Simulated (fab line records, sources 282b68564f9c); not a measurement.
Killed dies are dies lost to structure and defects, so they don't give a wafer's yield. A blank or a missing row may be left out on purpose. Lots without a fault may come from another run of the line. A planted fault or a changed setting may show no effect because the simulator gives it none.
Problem report in the 8D (eight disciplines) form, filled by code | flow rit_cmos | the parts of the form that need people (team, actions taken, sign-off) are left out

1. THE PROBLEM
CONTACT_TEOS_THK at RIT_CONTACT_THK_MEAS_01 reads a mean of 504 nm on 2 wafers of 1 lot; wafers without a fault read 399 nm with a standard deviation of 5.6. That is +19 standard deviations from the usual mean.
First seen on wafer L410.2, day 6 10:34, on film_metro-04. The record holds 39 wafers of 13 lots with a number at this step. Rule for "out", or "out of limits": more than 4 standard deviations from the usual mean. The other wafers with a number count as sound.

2. WHAT IT IS AND WHAT IT IS NOT
question                    | is               | is not
which readings at this step | CONTACT_TEOS_THK | -
which lots                  | L410             | L395, L397, L398, L399, L400, L401, L402, L403, L414, L415, L416, L418
which wafers of those lots  | L410.2, L410.6   | L410.3
read on which gauges        | film_metro-04    | film_metro-01, film_metro-03
when                        | from day 6 10:34 | up to then (25 sound wafers); but 12 sound wafers of L414, L415, L416, L418 came after

3. SUSPECTS, AND WHAT RULES EACH OUT
Counting: a tool at a process step up to the reading stays a suspect if it ran every lot that is out. Sound lots after the first of them don't rule it out here, since some wafers of a struck lot are sound.
- the gauge at RIT_CONTACT_THK_MEAS_01: kept. All the wafers that are out were read on film_metro-04, and no step on other tools shows them out.
- plasma_asher-01 at RIT_PWELL_STRIP_09 (strips in O2, time 180 s): kept. It ran the lot that is out, L410 (day 5 06:24); its last sound lot up to then is L402 (day 3 10:39).
- rtp_anneal-02 at RIT_SILICIDE_RTA_06 (time 10 s, ramp up 5 s, ramp down 10 s): kept. It ran the lot that is out, L410 (day 6 10:26); its last sound lot up to then is L403 (day 5 04:21).
- pecvd-02 at RIT_CONTACT_CVD_00 (deposits SiO2 from TEOS, target thk 400 nm, time 61 s): kept. It ran the lot that is out, L410 (day 6 10:30); its last sound lot up to then is L401 (day 4 09:41).
- Within pecvd-02 at RIT_CONTACT_CVD_00: the wafers that are out ran in chamber 2; their sound lot-mates ran in chamber 0.
Left after counting: plasma_asher-01 at RIT_PWELL_STRIP_09, rtp_anneal-02 at RIT_SILICIDE_RTA_06, pecvd-02 at RIT_CONTACT_CVD_00, film_metro-04 at RIT_CONTACT_THK_MEAS_01.

4. THE CAUSE (what the simulator had put in)
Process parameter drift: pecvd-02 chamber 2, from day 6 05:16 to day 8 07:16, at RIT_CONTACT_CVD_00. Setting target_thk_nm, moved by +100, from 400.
Counting left 4 suspects, and this tool is among them.

5. THE CHAIN OF EFFECTS, in route order
Each row: a reading whose mean over the struck wafers that have a number lies more than 3 standard deviations from the usual. Only readings for which the record gives a usual standard deviation are gone through. hours: the time from each lot's start at the first step in this table that gives one to its start at this step, as a median over the lots. sigmas: the change in usual standard deviations.
hours | step                    | reading          | usual  | on struck wafers | change | sigmas
0     | RIT_CONTACT_THK_MEAS_01 | CONTACT_TEOS_THK | 399 nm | 504              | +105   | +19

6. WHAT WOULD HAVE CAUGHT IT SOONER
In this record the first reading out of limits at a measuring or inspecting step was taken at day 6 10:34, 5 hours after the fault began at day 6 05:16.
Of the tool readings at RIT_CONTACT_CVD_00 for which the record gives a usual standard deviation, none was out on any struck wafer, so an alarm limit of 4 standard deviations on them would not have fired.
All the lots that are out (1) had begun RIT_CONTACT_CVD_00 on pecvd-02 by day 6 10:34. A hold on the tool at that time would have spared none of them.
